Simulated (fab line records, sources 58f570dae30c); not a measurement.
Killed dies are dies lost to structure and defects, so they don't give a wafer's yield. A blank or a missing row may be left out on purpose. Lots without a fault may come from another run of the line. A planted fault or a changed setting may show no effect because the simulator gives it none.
fab line records | flow berkeley_cmos170
record lots=6 wafers=18 last_day=13
route steps=331 shown CONTACT@223
lots that met no fault: from a run of the same line without faults
start_h: hours from the record's first day to the start of the lot's first wafer shown | wait_h: hours since the lot's step before | " the same as in the row above | L1.1+2: a row that stands for several wafers | - no value, or no start given | * or withheld: withheld | < > ~ a bound
route shown NAME@n: a module of which the file shows steps, and the number in the route of the first | usual: mean/standard deviation of fault-free wafers | same: alike in all rows | chamber/n: place in a boat | sites: the reading at each site | _std_site: their standard deviation | _edge_site: outer sites' mean less inner sites' | radius_mm: how far each site lies from the wafer's centre | mask NAME#n: copy n | behind: the tool/chamber that last shaped the wafer | hold: why the lot was held/for how many hours/how that ended | device: the transistor (n, p or np) that didn't switch | end of line: the same wafers' tests at the end of the route | a step without rows: its recipe alone | killed: dies lost to structure and defects at the first sort, not the wafer's yield | map: a wafer's dies, x killed, . not, _ none there
set.NAME: the setting as run; set.NAME@STEP: as run at that earlier step | model.NAME: the simulator's own value behind a step, which no gauge read
lots at some steps of the route; a table a step, a row a wafer
services: from which hour (start_h, from the record's first day; less than 0 if before it) a tool's chamber was out of use, for how many hours, and why
## steps
# step UCB170_CONTACT_CLEAN_07
# recipe chemistry=SPM temp_c=120 time_s=600
# step UCB170_CONTACT_RTA_08
# recipe temp_c=900 time_s=10 ambient=N2
# usual lamp_power_pct=25.7/0.49 wafer_temp_C_max=904.0/0.88
# columns lot.wafer tool chamber start_h wait_h lamp_power_pct wafer_temp_C_max
L201.2 rtp_anneal-02 0 177.95 0.0 25.2 904.0
L201.4 " 0 " " 25.2 904.9
L201.5 " 0 " " 25.2 905.9
L204.1 rtp_anneal-02 0 195.43 0.0 25.2 903.8
L204.2 " 0 " " 25.2 903.5
L204.5 " 0 " " 25.2 903.5
L212.3 rtp_anneal-02 0 221.47 0.0 25.2 904.7
L212.4 " 0 " " 25.2 905.0
L212.6 " 0 " " 25.2 904.3
L209.1 rtp_anneal-01 0 221.71 0.0 26.2 902.7
L209.3 " 0 " " 26.2 903.9
L209.6 " 0 " " 26.2 903.9
L218.2 rtp_anneal-01 0 256.48 0.0 26.2 904.8
L218.3 " 0 " " 26.2 904.1
L218.4 " 0 " " 26.1 905.0
L223.1 rtp_anneal-01 0 284.78 0.0 26.2 903.6
L223.4 " 0 " " 26.2 903.8
L223.5 " 0 " " 26.2 902.6
# step UCB170_CONTACT_COAT_09
# recipe resist=BARC temp_c=withheld time_s=withheld spin_rpm=3000 resist_thk_nm=withheld
# step UCB170_CONTACT_COAT_10
# recipe resist=KrF spin_rpm=1500 resist_thk_nm=900
# step UCB170_CONTACT_SOFTBAKE_11
# recipe resist=KrF temp_c=130 time_s=60
# step UCB170_CONTACT_EXPOSE_12
# recipe mask_id=CONT target_cd_nm=700 na=0.5 sigma_outer=0.6 source_shape=conventional dose_mj=35
# step UCB170_CONTACT_PEB_13
# recipe peb_temp_c=130 peb_time_s=withheld resist=KrF
# step UCB170_CONTACT_DEVELOP_14
# recipe developer=TMAH develop_time_s=45 resist=KrF dev_temp_c=21
# step UCB170_CONTACT_CD_MEAS_15
# recipe target_cd_nm=700
# usual cd_nm=699.4/1.2
# columns lot.wafer tool chamber start_h wait_h cd_nm
L201.2 cd_sem-01 - 179.69 - 699.9
L201.4 " - " " 698.2
L201.5 " - " " 698.8
L204.1 cd_sem-02 - 196.71 - 698.3
L204.2 " - " " 698.8
L204.5 " - " " 700.4
L212.3 cd_sem-01 - 223.10 - 700.8
L212.4 " - " " 701.1
L212.6 " - " " 701.8
L209.1 cd_sem-02 - 223.34 - 701.4
L209.3 " - " " 699.8
L209.6 " - " " 701.5
L218.2 cd_sem-02 - 257.40 - 698.9
L218.3 " - " " 698.3
L218.4 " - " " 699.2
L223.1 cd_sem-02 - 285.76 - 699.9
L223.4 " - " " 699.8
L223.5 " - " " 698.8
# step UCB170_CONTACT_OVL_MEAS_16
# usual CONTACT_OVL=-1/5.9
# columns lot.wafer tool chamber start_h wait_h CONTACT_OVL[nm]
L201.2 overlay-02 - 179.79 0.1 -3
L201.4 " - " " 4
L201.5 " - " " 0
L204.1 overlay-02 - 196.83 0.1 1
L204.2 " - " " 4
L204.5 " - " " 9
L212.3 overlay-02 - 223.19 0.1 -4
L212.4 " - " " 10
L212.6 " - " " 9
L209.1 overlay-02 - 223.46 0.1 5
L209.3 " - " " -4
L209.6 " - " " 2
L218.2 overlay-02 - 257.51 0.1 -5
L218.3 " - " " 1
L218.4 " - " " -2
L223.1 overlay-01 - 285.88 0.1 -5
L223.4 " - " " -4
L223.5 " - " " -6
# step UCB170_CONTACT_ETCH_17
# recipe chemistry=N2/H2 target_depth_a=withheld overetch_a=withheld target=BARC time_s=withheld source_w=500 bias_w=100 pressure_mtorr=30 n2_flow_sccm=100 h2_flow_sccm=200
# usual drypump_motor_current_A=5.75/0.23 oes_product_au=0.99/0.035 throttle_valve_pct=13.27/0.14
# columns lot.wafer tool chamber start_h wait_h drypump_motor_current_A oes_product_au throttle_valve_pct
L201.2 rie_diel-03 0 179.82 0.0 5.71 0.97 13.32
L201.4 " 2 " " 6.12 1.03 13.13
L201.5 " 3 " " 5.77 0.91 13.06
L204.1 rie_diel-03 1 196.86 0.0 5.68 1.02 13.62
L204.2 " 2 " " 6.15 1.00 13.11
L204.5 " 1 " " 5.71 1.02 13.61
L212.3 rie_diel-03 0 223.21 0.0 5.73 0.98 13.30
L212.4 " 1 " " 5.69 1.03 13.62
L212.6 " 2 " " 6.15 1.03 13.12
L209.1 rie_diel-01 2 223.50 0.0 5.99 0.98 13.38
L209.3 " 1 " " 6.00 1.01 13.21
L209.6 " 3 " " 5.57 0.96 13.40
L218.2 rie_diel-04 1 257.54 0.0 5.59 1.01 13.47
L218.3 " 0 " " 5.74 1.01 13.19
L218.4 " 2 " " 5.76 1.01 13.18
L223.1 rie_diel-03 2 285.92 0.0 6.13 1.02 13.12
L223.4 " 0 " " 5.72 0.98 13.30
L223.5 " 2 " " 6.15 1.02 13.11
# step UCB170_CONTACT_ETCH_18
# recipe chemistry=CHF3/CF4/Ar target=PSG stop_on=TiSi2 CHF3_flow_sccm=45 cf4_flow_sccm=15 Ar_flow_sccm=150 pressure_mtorr=200 rf_w=700 target_depth_a=8400 over_etch_frac=0.2 time_s=195
# usual CHF3_flow_sccm=44.99/0.13 drypump_motor_current_A=5.75/0.23 oes_product_au=0.881/0.016 throttle_valve_pct=6.88/0.12
# columns lot.wafer tool chamber start_h wait_h CHF3_flow_sccm drypump_motor_current_A oes_product_au rf_hours_counter_h throttle_valve_pct
L201.2 rie_diel-03 0 - - 44.90 5.64 0.863 66 7.05
L201.4 " 2 " " 45.04 6.17 0.883 97 6.79
L201.5 " 3 " " 44.76 5.77 0.852 - 6.77
L204.1 rie_diel-03 1 - - 45.06 5.69 0.908 130 7.07
L204.2 " 2 " " 44.98 6.16 0.879 98 6.80
L204.5 " 1 " " 44.79 5.70 0.901 - 7.07
L212.3 rie_diel-03 0 - - 45.04 5.69 0.864 68 7.07
L212.4 " 1 " " 45.18 5.70 0.895 131 7.07
L212.6 " 2 " " 45.04 6.17 0.863 - 6.77
L209.1 rie_diel-01 2 - - 45.07 6.01 0.883 81 6.88
L209.3 " 1 " " 45.04 5.97 0.878 111 6.76
L209.6 " 3 " " 44.93 5.55 0.861 - 7.01
L218.2 rie_diel-04 1 - - 44.96 5.57 0.901 4 7.09
L218.3 " 0 " " 45.02 5.75 0.914 18 6.75
L218.4 " 2 " " 44.91 5.79 0.900 95 6.90
L223.1 rie_diel-03 2 - - 44.91 6.12 0.878 103 6.81
L223.4 " 0 " " 44.79 5.73 0.865 - 7.05
L223.5 " 2 " " 44.95 6.13 0.866 - 6.79
# step UCB170_CONTACT_STRIP_19
# recipe chemistry=O2 power_w=400 pressure_mtorr=3500 platen_temp_c=withheld o2_flow_sccm=400 overash_fraction=0.5
# usual chamber_pressure_mTorr=3500/3.3 drypump_motor_current_A=5.7/0.31 oes_product_au=0.726/0.0043
# columns lot.wafer tool chamber start_h wait_h chamber_pressure_mTorr drypump_motor_current_A oes_product_au rf_hours_counter_h model.KrF_of_CONTACT_COAT_10.thk_nm
L201.2 plasma_asher-01 1 179.99 - 3495 5.9 0.724 47 0
L201.4 " 0 " " 3505 5.6 0.725 - 0
L201.5 " 1 " " 3496 5.9 0.725 - 0
L204.1 plasma_asher-04 0 197.03 - 3501 5.9 0.719 40 0
L204.2 " 1 " " 3497 5.0 0.735 40 0
L204.5 " 0 " " 3500 5.9 0.732 - 0
L212.3 plasma_asher-01 1 223.41 - - - - - 695.7
L212.4 " 0 " " - - - - 688
L212.6 " 1 " " - - - - 686.2
L209.1 plasma_asher-01 0 223.66 - - - - - 696.5
L209.3 " 0 " " - - - - 692.2
L209.6 " 0 " " - - - - 702.7
L218.2 plasma_asher-03 1 257.70 - 3504 5.7 0.727 52 0
L218.3 " 0 " " 3502 6.1 0.721 - 0
L218.4 " 1 " " 3499 5.7 0.733 - 0
L223.1 plasma_asher-04 1 286.08 - 3500 5.0 0.723 49 0
L223.4 " 1 " " 3502 5.0 0.719 - 0
L223.5 " 0 " " 3500 5.9 0.733 - 0
# step UCB170_CONTACT_CD_MEAS_90
# recipe target_cd_nm=700
# usual cd_nm=699.2/1.8
# columns lot.wafer tool chamber start_h wait_h cd_nm
L201.2 cd_sem-01 - 180.11 0.1 700.3
L201.4 " - " " 698.5
L201.5 " - " " 698.8
L204.1 cd_sem-02 - 197.13 0.1 698.2
L204.2 " - " " 697.9
L204.5 " - " " 699.9
L212.3 cd_sem-02 - 223.52 0.1 699.9
L212.4 " - " " 700.3
L212.6 " - " " 700.5
L209.1 cd_sem-02 - 223.76 0.1 701.2
L209.3 " - " " 702.2
L209.6 " - " " 700.7
L218.2 cd_sem-01 - 257.82 0.1 699.9
L218.3 " - " " 695.9
L218.4 " - " " 698.9
L223.1 cd_sem-01 - 286.19 0.1 698.8
L223.4 " - " " 699.1
L223.5 " - " " 696.8
## services
# columns tool chamber start_h hours kind
plasma_asher-01 - 163.75 0.8 repair
rie_diel-01 3 165.84 4.1 repair
plasma_asher-04 - 168.24 6.5 repair
rie_diel-03 3 169.00 4.3 repair
plasma_asher-01 - 169.57 2.2 repair
rie_diel-04 1 175.09 - clean
rie_diel-04 1 175.09 19.4 scheduled_down
rie_diel-04 1 175.09 19.4 vent_cycle
rie_diel-03 0 195.64 1.5 repair
plasma_asher-04 - 221.93 5.0 repair
rie_diel-01 0 222.67 13.2 repair
rie_diel-04 2 230.42 2.7 repair
rie_diel-03 1 240.11 23.5 repair
rie_diel-01 3 259.51 - clean
rie_diel-01 3 259.51 23.7 scheduled_down
rie_diel-01 3 259.51 23.7 vent_cycle
plasma_asher-04 - 281.01 2.0 repair
rie_diel-04 2 281.16 21.5 repair
rie_diel-03 1 281.82 - clean
rie_diel-03 1 281.82 14.6 scheduled_down
rie_diel-03 1 281.82 14.6 vent_cycle
## key
first_sign step=UCB170_CONTACT_STRIP_19 reading=tool_record direction=missing
effect none on later readings
model_effect step=UCB170_CONTACT_STRIP_19 value=KrF_of_CONTACT_COAT_10.thk_nm without=0 struck=693.5
met_at UCB170_CONTACT_STRIP_19
struck_wafers L209.1,L209.3,L209.6,L212.3,L212.4,L212.6
later_rows_left_out L209.1,L209.3,L209.6,L212.3,L212.4,L212.6
sort_left_out L209.1,L209.3,L209.6,L212.3,L212.4,L212.6
tester_left_out L209,L212
onset_between 179.99 223.41
fault kind=skipped_step_whole tool=plasma_asher-01 chamber=- onset_h=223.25 steps=UCB170_CONTACT_STRIP_19 scope=struck_lots_only
# tester_left_out: of these lots the tester's yield and bins aren't shown, on N5 and GAA mostly nor the transistor test; their killed dies are dies lost to structure and defects alone, not to doping, threshold or leakage, so they don't give the yield
# sort_left_out: the simulated sort isn't trusted on such a fault, so these wafers' sort isn't shown, and their yield isn't known
# later_rows_left_out: the simulator's readings of these wafers behind a module that went badly wrong aren't trusted and aren't shown, but for the sort
